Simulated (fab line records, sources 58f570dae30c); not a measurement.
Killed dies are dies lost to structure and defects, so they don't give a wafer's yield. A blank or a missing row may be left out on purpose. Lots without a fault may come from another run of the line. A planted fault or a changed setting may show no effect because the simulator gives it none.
fab line records | flow berkeley_cmos170
record lots=14 wafers=42 last_day=12
route steps=331 shown NSD@190 M2@278 M3@329
lots that met no fault: from a run of the same line without faults
start_h: hours from the record's first day to the start of the lot's first wafer shown | wait_h: hours since the lot's step before | " the same as in the row above | L1.1+2: a row that stands for several wafers | - no value, or no start given | * or withheld: withheld | < > ~ a bound
route shown NAME@n: a module of which the file shows steps, and the number in the route of the first | usual: mean/standard deviation of fault-free wafers | same: alike in all rows | chamber/n: place in a boat | sites: the reading at each site | _std_site: their standard deviation | _edge_site: outer sites' mean less inner sites' | radius_mm: how far each site lies from the wafer's centre | mask NAME#n: copy n | behind: the tool/chamber that last shaped the wafer | hold: why the lot was held/for how many hours/how that ended | device: the transistor (n, p or np) that didn't switch | end of line: the same wafers' tests at the end of the route | a step without rows: its recipe alone | killed: dies lost to structure and defects at the first sort, not the wafer's yield | map: a wafer's dies, x killed, . not, _ none there
set.NAME: the setting as run; set.NAME@STEP: as run at that earlier step | model.NAME: the simulator's own value behind a step, which no gauge read
steps of the route over a sample of lots; a table a step, a row a wafer
services: from which hour (start_h, from the record's first day; less than 0 if before it) a tool's chamber was out of use, for how many hours, and why
## steps
# step UCB170_NSD_EXPOSE_03
# recipe mask_id=NSELECT_MOD na=0.5 sigma_outer=0.6 source_shape=conventional target_cd_nm=1200 dose_mj=30
# same na=0.5
# columns lot.wafer tool chamber start_h wait_h mask
L911.3+4+5 krf_scanner-02 0 155.37 0.1 NSELECT_MOD#0
L912.3+5+6 krf_scanner-02 0 155.94 0.2 NSELECT_MOD#0
L913.1+5+6 krf_scanner-01 0 156.15 0.4 NSELECT_MOD#0
L914.4+5+6 krf_scanner-01 0 179.58 0.1 NSELECT_MOD#0
L915.1+2+6 krf_scanner-02 0 179.93 0.2 NSELECT_MOD#0
L917.1+3+6 krf_scanner-01 0 180.17 0.3 NSELECT_MOD#0
L916.1+3+5 krf_scanner-02 0 180.51 0.4 NSELECT_MOD#0
L919.2+3+6 krf_scanner-02 0 197.98 0.1 NSELECT_MOD#0
L921.3+5+6 krf_scanner-01 0 203.89 0.1 NSELECT_MOD#0
L922.2+3+5 krf_scanner-01 0 220.28 0.2 NSELECT_MOD#0
L924.2+3+6 krf_scanner-01 0 220.49 0.1 NSELECT_MOD#0
L925.4+5+6 krf_scanner-01 0 236.38 0.1 NSELECT_MOD#0
L927.1+2+5 krf_scanner-01 0 257.84 0.4 NSELECT_MOD#0
L930.1+2+6 krf_scanner-01 0 258.42 0.2 NSELECT_MOD#0
# step UCB170_NSD_OVL_MEAS_07
# usual NSD_OVL=1/6.5
# columns lot.wafer tool chamber start_h wait_h NSD_OVL[nm]
L911.3 overlay-02 - 156.19 0.1 8
L911.4 " - " " -2
L911.5 " - " " 3
L912.3 overlay-02 - 156.70 0.1 19
L912.5 " - " " 10
L912.6 " - " " 0
L913.1 overlay-02 - 156.87 0.1 2
L913.5 " - " " 3
L913.6 " - " " 0
L914.4 overlay-02 - 180.35 0.1 5
L914.5 " - " " 3
L914.6 " - " " -1
L915.1 overlay-02 - 181.06 0.1 3
L915.2 " - " " -14
L915.6 " - " " -13
L917.1 overlay-01 - 181.10 0.1 1
L917.3 " - " " 2
L917.6 " - " " 8
L916.1 overlay-02 - 181.54 0.1 -155
L916.3 " - " " -148
L916.5 " - " " -148
L919.2 overlay-01 - 198.64 0.1 -171
L919.3 " - " " -163
L919.6 " - " " -178
L921.3 overlay-02 - 204.38 0.1 -4
L921.5 " - " " -7
L921.6 " - " " 2
L922.2 overlay-02 - 221.11 0.1 -5
L922.3 " - " " -4
L922.5 " - " " 7
L924.2 overlay-02 - 221.37 0.1 -3
L924.3 " - " " 7
L924.6 " - " " 5
L925.4 overlay-02 - 236.85 0.1 5
L925.5 " - " " 1
L925.6 " - " " 4
L927.1 overlay-01 - 258.55 0.1 4
L927.2 " - " " 0
L927.5 " - " " 8
L930.1 overlay-01 - 259.27 0.1 4
L930.2 " - " " 7
L930.6 " - " " 0
# step UCB170_M2_STRIP_07
# recipe chemistry=O2 power_w=400 pressure_mtorr=3500 platen_temp_c=withheld o2_flow_sccm=400 overash_fraction=0.5
# usual chamber_pressure_mTorr=3500/3.3 drypump_motor_current_A=6.07/0.18 oes_product_au=0.734/0.0045 strip_time_to_endpoint_s=21.96/0.063
# columns lot.wafer tool chamber start_h wait_h chamber_pressure_mTorr drypump_motor_current_A oes_product_au rf_hours_counter_h strip_time_to_endpoint_s
L911.3 plasma_asher-03 1 171.89 0.1 3499 5.97 0.729 - 22.03
L911.4 " 0 " " 3501 5.98 0.730 - 22.05
L911.5 " 1 " " 3505 5.97 0.732 - 21.98
L912.3 plasma_asher-01 1 175.02 0.1 3502 6.22 0.732 - 21.92
L912.5 " 0 " " 3505 5.94 0.735 - 21.90
L912.6 " 1 " " 3490 6.23 0.730 - 21.91
L913.1 plasma_asher-03 1 175.26 0.1 3499 5.97 0.740 42 21.93
L913.5 " 1 " " 3496 5.97 0.736 - 21.91
L913.6 " 0 " " 3500 5.94 0.729 - 21.93
L914.4 plasma_asher-02 1 195.16 0.1 3501 5.88 0.727 - 21.83
L914.5 " 0 " " 3495 6.41 0.741 - 21.91
L914.6 " 1 " " 3502 5.87 0.735 - 21.83
L915.1 plasma_asher-03 0 196.39 0.1 3500 5.97 0.737 44 21.94
L915.2 " 1 " " 3496 5.98 0.730 44 21.97
L915.6 " 0 " " 3500 5.95 0.731 - 21.89
L917.1 plasma_asher-02 0 196.84 0.1 3504 6.41 0.732 46 21.94
L917.3 " 0 " " 3499 6.40 0.734 - 21.92
L917.6 " 0 " " 3496 6.38 0.728 - 21.91
L916.1 plasma_asher-01 0 198.16 0.1 3501 5.95 0.735 8 21.92
L916.3 " 1 " " 3501 6.21 0.735 - 21.99
L916.5 " 0 " " 3498 5.93 0.732 - 21.96
L919.2 plasma_asher-03 0 215.90 0.1 3497 5.98 0.726 47 22.06
L919.3 " 1 " " 3497 5.95 0.741 - 22.04
L919.6 " 1 " " 3501 5.97 0.726 - 22.02
L921.3 plasma_asher-01 1 219.28 0.1 3499 6.21 0.738 - 21.80
L921.5 " 0 " " 3501 5.91 0.740 - 21.89
L921.6 " 1 " " 3504 6.21 0.728 - 21.82
L922.2 plasma_asher-03 0 237.02 0.1 3498 5.96 0.740 49 21.93
L922.3 " 0 " " 3497 5.97 0.736 - 21.99
L922.5 " 0 " " 3492 5.99 0.734 - 21.95
L924.2 plasma_asher-02 1 237.15 0.1 3498 5.88 0.733 50 21.97
L924.3 " 0 " " 3498 6.44 0.731 - 21.96
L924.6 " 0 " " 3502 6.43 0.732 - 21.99
L925.4 plasma_asher-01 1 253.64 0.1 3505 6.23 0.727 - 21.94
L925.5 " 1 " " 3498 6.24 0.739 - 21.96
L925.6 " 0 " " 3500 5.99 0.731 - 21.94
L927.1 plasma_asher-03 1 278.10 0.1 3501 5.99 0.742 52 22.00
L927.2 " 0 " " 3497 5.96 0.727 52 21.97
L927.5 " 1 " " 3500 5.98 0.726 - 21.92
L930.1 plasma_asher-03 0 282.27 0.1 3499 5.99 0.732 52 21.99
L930.2 " 1 " " 3502 5.96 0.739 52 21.90
L930.6 " 1 " " 3503 5.97 0.736 - 21.96
# step UCB170_M2_OVL_MEAS_16
# usual M2_OVL=1/5.2
# columns lot.wafer tool chamber start_h wait_h M2_OVL[nm]
L911.3 overlay-01 - 173.41 0.1 -2
L911.4 " - " " -3
L911.5 " - " " -6
L912.3 overlay-01 - 176.36 0.1 -3
L912.5 " - " " 2
L912.6 " - " " -1
L913.1 overlay-02 - 176.63 0.1 4
L913.5 " - " " 9
L913.6 " - " " 4
L914.4 overlay-01 - 196.73 0.1 3
L914.5 " - " " 4
L914.6 " - " " 1
L915.1 overlay-02 - 197.76 0.1 -1
L915.2 " - " " 2
L915.6 " - " " 8
L917.1 overlay-01 - 198.21 0.1 2
L917.3 " - " " 5
L917.6 " - " " -3
L916.1 overlay-01 - 199.60 0.1 1
L916.3 " - " " -3
L916.5 " - " " 9
L919.2 overlay-02 - 217.27 0.1 -10
L919.3 " - " " 7
L919.6 " - " " -9
L921.3 overlay-01 - 221.18 0.1 3
L921.5 " - " " 7
L921.6 " - " " 0
L922.2 overlay-01 - 238.43 0.1 -8
L922.3 " - " " 16
L922.5 " - " " 1
L924.2 overlay-02 - 239.26 0.1 1
L924.3 " - " " -2
L924.6 " - " " -10
L925.4 overlay-02 - 255.19 0.1 0
L925.5 " - " " -4
L925.6 " - " " 6
L927.1 overlay-01 - 279.34 0.1 -7
L927.2 " - " " 14
L927.5 " - " " 5
L930.1 overlay-02 - 284.57 0.1 -2
L930.2 " - " " 3
L930.6 " - " " 1
# step UCB170_M3_CD_MEAS_90
# recipe target_cd_nm=700
# usual cd_nm=700.4/2.3
# columns lot.wafer tool chamber start_h wait_h cd_nm
L911.3 cd_sem-01 - 181.10 0.1 699.7
L911.4 " - " " 698.9
L911.5 " - " " 697.4
L912.3 cd_sem-02 - 183.12 0.1 696.8
L912.5 " - " " 695.9
L912.6 " - " " 697.4
L913.1 cd_sem-02 - 183.36 0.1 701.9
L913.5 " - " " 703.6
L913.6 " - " " 702.5
L914.4 cd_sem-02 - 203.96 0.1 699.0
L914.5 " - " " 700.2
L914.6 " - " " 698.2
L915.1 cd_sem-02 - 205.58 0.1 699.8
L915.2 " - " " 697.9
L915.6 " - " " 699.3
L917.1 cd_sem-01 - 206.16 0.1 698.8
L917.3 " - " " 699.4
L917.6 " - " " 699.6
L916.1 cd_sem-02 - 206.63 0.1 698.2
L916.3 " - " " 698.3
L916.5 " - " " 701.2
L919.2 cd_sem-01 - 223.01 0.2 702.2
L919.3 " - " " 702.2
L919.6 " - " " 698.4
L921.3 cd_sem-01 - 228.02 0.1 701.3
L921.5 " - " " 699.6
L921.6 " - " " 702.1
L922.2 cd_sem-01 - 245.58 0.1 700.2
L922.3 " - " " 701.8
L922.5 " - " " 703.3
L924.2 cd_sem-01 - 246.46 0.1 697.5
L924.3 " - " " 695.0
L924.6 " - " " 702.0
L925.4 cd_sem-01 - 261.97 0.1 699.6
L925.5 " - " " 699.4
L925.6 " - " " 698.7
L927.1 cd_sem-02 - 286.83 0.1 704.0
L927.2 " - " " 703.4
L927.5 " - " " 705.3
L930.1 cd_sem-01 - 295.07 0.1 704.3
L930.2 " - " " 702.3
L930.6 " - " " 697.8
## services
# columns tool chamber start_h hours kind
plasma_asher-01 - 133.86 14.6 pm
plasma_asher-02 - 159.91 15.6 pm
krf_scanner-01 0 170.75 - calibration
krf_scanner-02 - 193.28 4.0 pm
plasma_asher-02 - 207.04 11.3 repair
plasma_asher-01 - 213.28 0.9 repair
krf_scanner-02 - 215.21 1.0 pm
krf_scanner-02 - 218.14 1.3 pm
krf_scanner-02 0 225.59 - calibration
plasma_asher-03 - 232.69 2.1 repair
krf_scanner-01 - 237.00 1.0 pm
krf_scanner-01 - 240.52 1.5 repair
plasma_asher-03 - 243.55 7.9 repair
krf_scanner-01 - 244.83 0.8 pm
## key
first_sign step=UCB170_NSD_OVL_MEAS_07 reading=NSD_OVL direction=down sigmas=25 usual=1 struck=-161
effect none on later readings
met_at UCB170_NSD_EXPOSE_03
struck_lots L916,L919
tester_left_out L916,L919
not_acting_at UCB170_M2_STRIP_07,UCB170_M2_OVL_MEAS_16,UCB170_M3_CD_MEAS_90
onset_between 179.93 180.51
fault kind=scanner_matching_overlay tool=krf_scanner-02 chamber=- onset_h=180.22 steps=UCB170_NSD_EXPOSE_03 offset=-160
# tester_left_out: of these lots the tester's yield and bins aren't shown, on N5 and GAA mostly nor the transistor test; their killed dies are dies lost to structure and defects alone, not to doping, threshold or leakage, so they don't give the yield
